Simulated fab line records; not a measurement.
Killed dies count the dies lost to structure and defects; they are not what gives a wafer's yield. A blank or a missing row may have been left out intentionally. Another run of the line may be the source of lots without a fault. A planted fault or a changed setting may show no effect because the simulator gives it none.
8D (eight disciplines) problem report, filled in by code    flow berkeley-cmos170    the parts of the form that need people (team, actions taken, sign-off) are left out

1. WHAT IS WRONG
spin-speed-rpm at UCB170_M2_COAT_09 reads a mean of 2809.1 rpm on 6 wafers of 2 lots; wafers without a fault read 3000.0 rpm with a standard deviation of 2.2. Measured from the usual mean, that is -87 standard deviations.
The first sign was on wafer L140.1 at day 10 04:34, on litho-track-04. The record has a number at this step for 42 wafers belonging to 14 lots. By rule, "out" or "out of limits" means more than 4 standard deviations away from the usual mean. The other wafers with a number count as sound.

2. WHAT THIS IS AND IS NOT
question                     is                      is not
which readings at this step  spin-speed-rpm          -
which lots                   L140, L144              L130, L132, L133, L134, L135, L136, L137, L138, L139, L142, L152, L153
which wafers of those lots   all that have a number  -
read on which tools          litho-track-04          litho-track-01, litho-track-03
when                         from day 10 04:34       up to then (24 sound wafers); but 12 sound wafers of L138, L142, L152, L153 came after

3. SUSPECTS, AND WHAT RULES EACH OUT
Counting: a tool at a process step up to the reading stays a suspect if it ran every lot that is out and no sound lot after the first of them.
- litho-track-04 at UCB170_M2_COAT_09: kept. Every lot that is out went through it, starting with L140 (day 10 04:34), and after that it ran no sound lot; the last sound lot it ran before then is L137 (day 10 03:10). Out on those wafers are its own readings of spin-speed-rpm.
Left after counting: litho-track-04 at UCB170_M2_COAT_09.

4. THE CAUSE (what the simulator had put in)
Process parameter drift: litho-track-04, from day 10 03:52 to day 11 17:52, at UCB170_M2_COAT_09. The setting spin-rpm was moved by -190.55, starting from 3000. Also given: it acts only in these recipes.
Counting left only this tool.

5. THE CHAIN OF EFFECTS, in route order
Rows list readings where the struck wafers' mean (over those with a number) sits beyond 3 standard deviations from the usual. Readings are gone through only where the record gives a usual standard deviation; hours: the median, over the lots, of the time from a lot's start at the first step in this table giving one to that lot's start at this step; sigmas: the change measured in usual standard deviations.
hours  step               reading         usual       on struck wafers  change  sigmas
0      UCB170_M2_COAT_09  spin-speed-rpm  3000.0 rpm  2809.1            -190.9  -87
Its process steps:
- UCB170_M2_COAT_09
Later measuring or inspecting steps at which every struck wafer that the step has a row for has a number for every such reading, and none has moved that far: UCB170_M2_CD_MEAS_15.

6. HOW IT WOULD HAVE BEEN CAUGHT EARLIER
In this record the first reading out of limits was taken at day 10 04:34, 1 hour after the fault began at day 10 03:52.
